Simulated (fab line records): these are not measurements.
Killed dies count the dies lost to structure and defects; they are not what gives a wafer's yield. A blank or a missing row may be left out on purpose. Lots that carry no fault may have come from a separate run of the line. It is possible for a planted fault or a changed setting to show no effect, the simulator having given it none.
Split-lot trial / flow berkeley-cmos170 / 23 wafers read from 5 lots, route of 331 steps

## ON THE SPLIT
At UCB170_ACTIVE_COAT_08 (resist thk 900 nm), the setting resist-thk-nm was moved away from the recipe's 900 nm on 8 of the 23 wafers read, by -5.4% to +5.0%. This setting was run at the recipe's value on the other wafers.

The reading is taken at the split's own step.

## THE READING
KrF_of_ACTIVE_COAT_08.thk-nm (the simulator's own value, which no gauge read), in nm, at UCB170_ACTIVE_COAT_08 (resist thk 900 nm). There is no usual value for it anywhere in the file. The 15 wafers here that ran the recipe average 900.7 nm, standard deviation 2 nm.

wafer=L077.1; tool, chamber at the split=litho-track-03, 0; resist-thk-nm as run, nm=900; against the recipe=recipe; KrF_of_ACTIVE_COAT_08.thk-nm, nm=897.2; against lot-mates on the recipe=-
wafer=L077.2; tool, chamber at the split=litho-track-03, 0; resist-thk-nm as run, nm=944.8; against the recipe=+5.0%; KrF_of_ACTIVE_COAT_08.thk-nm, nm=944.7; against lot-mates on the recipe=+44.8
wafer=L077.3; tool, chamber at the split=litho-track-03, 0; resist-thk-nm as run, nm=900; against the recipe=recipe; KrF_of_ACTIVE_COAT_08.thk-nm, nm=900.4; against lot-mates on the recipe=-
wafer=L077.4; tool, chamber at the split=litho-track-03, 0; resist-thk-nm as run, nm=900; against the recipe=recipe; KrF_of_ACTIVE_COAT_08.thk-nm, nm=902.1; against lot-mates on the recipe=-
wafer=L077.6; tool, chamber at the split=litho-track-03, 0; resist-thk-nm as run, nm=944.8; against the recipe=+5.0%; KrF_of_ACTIVE_COAT_08.thk-nm, nm=946.1; against lot-mates on the recipe=+46.2
wafer=L079.1; tool, chamber at the split=litho-track-03, 0; resist-thk-nm as run, nm=851.2; against the recipe=-5.4%; KrF_of_ACTIVE_COAT_08.thk-nm, nm=851; against lot-mates on the recipe=-52.0
wafer=L079.2; tool, chamber at the split=litho-track-03, 0; resist-thk-nm as run, nm=900; against the recipe=recipe; KrF_of_ACTIVE_COAT_08.thk-nm, nm=901.7; against lot-mates on the recipe=-
wafer=L079.3; tool, chamber at the split=litho-track-03, 0; resist-thk-nm as run, nm=851.2; against the recipe=-5.4%; KrF_of_ACTIVE_COAT_08.thk-nm, nm=851.9; against lot-mates on the recipe=-51.1
wafer=L079.5; tool, chamber at the split=litho-track-03, 0; resist-thk-nm as run, nm=851.2; against the recipe=-5.4%; KrF_of_ACTIVE_COAT_08.thk-nm, nm=849.7; against lot-mates on the recipe=-53.2
wafer=L079.6; tool, chamber at the split=litho-track-03, 0; resist-thk-nm as run, nm=900; against the recipe=recipe; KrF_of_ACTIVE_COAT_08.thk-nm, nm=904.2; against lot-mates on the recipe=-
wafer=L082.2; tool, chamber at the split=litho-track-02, 0; resist-thk-nm as run, nm=900; against the recipe=recipe; KrF_of_ACTIVE_COAT_08.thk-nm, nm=904.2; against lot-mates on the recipe=-
wafer=L082.3; tool, chamber at the split=litho-track-02, 0; resist-thk-nm as run, nm=900; against the recipe=recipe; KrF_of_ACTIVE_COAT_08.thk-nm, nm=900.1; against lot-mates on the recipe=-
wafer=L082.5; tool, chamber at the split=litho-track-02, 0; resist-thk-nm as run, nm=900; against the recipe=recipe; KrF_of_ACTIVE_COAT_08.thk-nm, nm=900.5; against lot-mates on the recipe=-
wafer=L084.1; tool, chamber at the split=litho-track-02, 0; resist-thk-nm as run, nm=937.2; against the recipe=+4.1%; KrF_of_ACTIVE_COAT_08.thk-nm, nm=936.9; against lot-mates on the recipe=+35.5
wafer=L084.3; tool, chamber at the split=litho-track-02, 0; resist-thk-nm as run, nm=937.2; against the recipe=+4.1%; KrF_of_ACTIVE_COAT_08.thk-nm, nm=938.2; against lot-mates on the recipe=+36.9
wafer=L084.4; tool, chamber at the split=litho-track-02, 0; resist-thk-nm as run, nm=937.2; against the recipe=+4.1%; KrF_of_ACTIVE_COAT_08.thk-nm, nm=939.1; against lot-mates on the recipe=+37.8
wafer=L084.5; tool, chamber at the split=litho-track-02, 0; resist-thk-nm as run, nm=900; against the recipe=recipe; KrF_of_ACTIVE_COAT_08.thk-nm, nm=901.5; against lot-mates on the recipe=-
wafer=L084.6; tool, chamber at the split=litho-track-02, 0; resist-thk-nm as run, nm=900; against the recipe=recipe; KrF_of_ACTIVE_COAT_08.thk-nm, nm=901.2; against lot-mates on the recipe=-
wafer=L085.2; tool, chamber at the split=litho-track-03, 0; resist-thk-nm as run, nm=900; against the recipe=recipe; KrF_of_ACTIVE_COAT_08.thk-nm, nm=897.7; against lot-mates on the recipe=-
wafer=L085.3; tool, chamber at the split=litho-track-03, 0; resist-thk-nm as run, nm=900; against the recipe=recipe; KrF_of_ACTIVE_COAT_08.thk-nm, nm=900.8; against lot-mates on the recipe=-
wafer=L085.4; tool, chamber at the split=litho-track-03, 0; resist-thk-nm as run, nm=900; against the recipe=recipe; KrF_of_ACTIVE_COAT_08.thk-nm, nm=897.4; against lot-mates on the recipe=-
wafer=L085.5; tool, chamber at the split=litho-track-03, 0; resist-thk-nm as run, nm=900; against the recipe=recipe; KrF_of_ACTIVE_COAT_08.thk-nm, nm=900.2; against lot-mates on the recipe=-
wafer=L085.6; tool, chamber at the split=litho-track-03, 0; resist-thk-nm as run, nm=900; against the recipe=recipe; KrF_of_ACTIVE_COAT_08.thk-nm, nm=901.7; against lot-mates on the recipe=-

FIT RESULTS
A straight line over all 23 wafers: KrF_of_ACTIVE_COAT_08.thk-nm changes by +9.1 nm for each +1% of resist-thk-nm; r = +1.00; the points scatter about the line by 1.8 nm.
The same after taking each lot's own level away (the mean of its wafers on the recipe; 23 wafers): +9.3 nm for each +1%; r = +1.00; scatter 1.7 nm.
On that fit, the largest move of resist-thk-nm shifts the reading by 50 nm.
The span of the lots' own levels, 899.56 to 902.95 nm, comes to 1.7 times the standard deviation stated above.
Hence the lot-to-lot level has little effect on the slope; both slopes agree.
Check: with one of the wafers moved furthest among these (-5.4%) left out of the fit, the line predicts -50.7 nm for it against its lot-mates. Against them it came out at -52 nm.

## THE OTHER SPLITS THESE WAFERS WENT THROUGH
These wafers also went through other splits before the reading. Each is held against what the fit with the lots' levels taken away leaves over:
other split on the same wafers=UCB170_NWELL_IMPLANT_14 dose-cm2; wafers away from the commonest value=7; r with KrF_of_ACTIVE_COAT_08.thk-nm (lot level and that fit taken away)=+0.10
other split on the same wafers=UCB170_PWELL_IMPLANT_15 energy-kev; wafers away from the commonest value=10; r with KrF_of_ACTIVE_COAT_08.thk-nm (lot level and that fit taken away)=+0.31

## THE WHOLE CHAIN: every reading that the file lists as answering this split, in the file's order
step=UCB170_ACTIVE_COAT_08; what it does=resist thk 900 nm; reading=KrF_of_ACTIVE_COAT_08.thk-nm (the simulator's own value, which no gauge read); change (the file's fit)=+9.27 nm for each +1% of the setting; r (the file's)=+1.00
step=UCB170_ACTIVE_STRIP_16; what it does=strips in O2; reading=strip-time-to-endpoint-s; change (the file's fit)=withheld for each +1% of the setting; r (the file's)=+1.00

## FILE'S OWN FIT
KrF_of_ACTIVE_COAT_08.thk-nm changes by +9.27 nm for each +1% of resist-thk-nm, r = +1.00.
